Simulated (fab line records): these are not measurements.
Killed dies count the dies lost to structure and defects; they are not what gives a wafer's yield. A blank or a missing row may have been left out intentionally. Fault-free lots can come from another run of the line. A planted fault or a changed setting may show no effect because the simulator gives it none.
The tool behind it: which one? -- flow berkeley cmos170 -- at 1 step of a route of 331, 7 lots with 21 wafers sampled

WHAT EACH GAUGE READ, for each wafer
UCB170_PWELL_TW_MEAS_17.
lot,measured,on,PWELL_TW
L364,day 3 16:33,film metro-01,380.6 380.6 383.6
L367,day 4 00:55,film metro-01,380.3 377.2 377.8
L373,day 5 05:15,film metro-04,381.1 376.9 378.5
L378,day 6 16:32,film metro-04,376.0 375.5 377.6
L379,day 6 23:18,film metro-01,380.7 383.4 383.0
L382,day 7 16:30,film metro-01,381.5 381.6 382.3
L385,day 7 22:44,film metro-02,380.1 379.6 379.3

WHAT TOOL EACH LOT RAN ON (gives the tool, then ch and the chambers of the sampled wafers, and finally the start)
Record: no process step prior to these readings.

THE ANSWER, worked out from the rows above alone
Rule: usual is defined by the lots themselves. The widest of any qualifying gaps counts: lots, ordered by their means at a reading, are off when they make up no more than a third of the lots, leave a main group of 4 or more, and stand apart from it by 3 or more times the standard deviation of that group's means. A main group is skipped when, at the precision printed for the reading in the tables above, its means are all equal. Also off: a lot with no number at a reading for which 4 or more lots have one. Any other lot the step has rows for is counted as sound.
No lot is off at any reading shown: from this, nothing can be told.

WHAT THE SIMULATOR HAD INSERTED
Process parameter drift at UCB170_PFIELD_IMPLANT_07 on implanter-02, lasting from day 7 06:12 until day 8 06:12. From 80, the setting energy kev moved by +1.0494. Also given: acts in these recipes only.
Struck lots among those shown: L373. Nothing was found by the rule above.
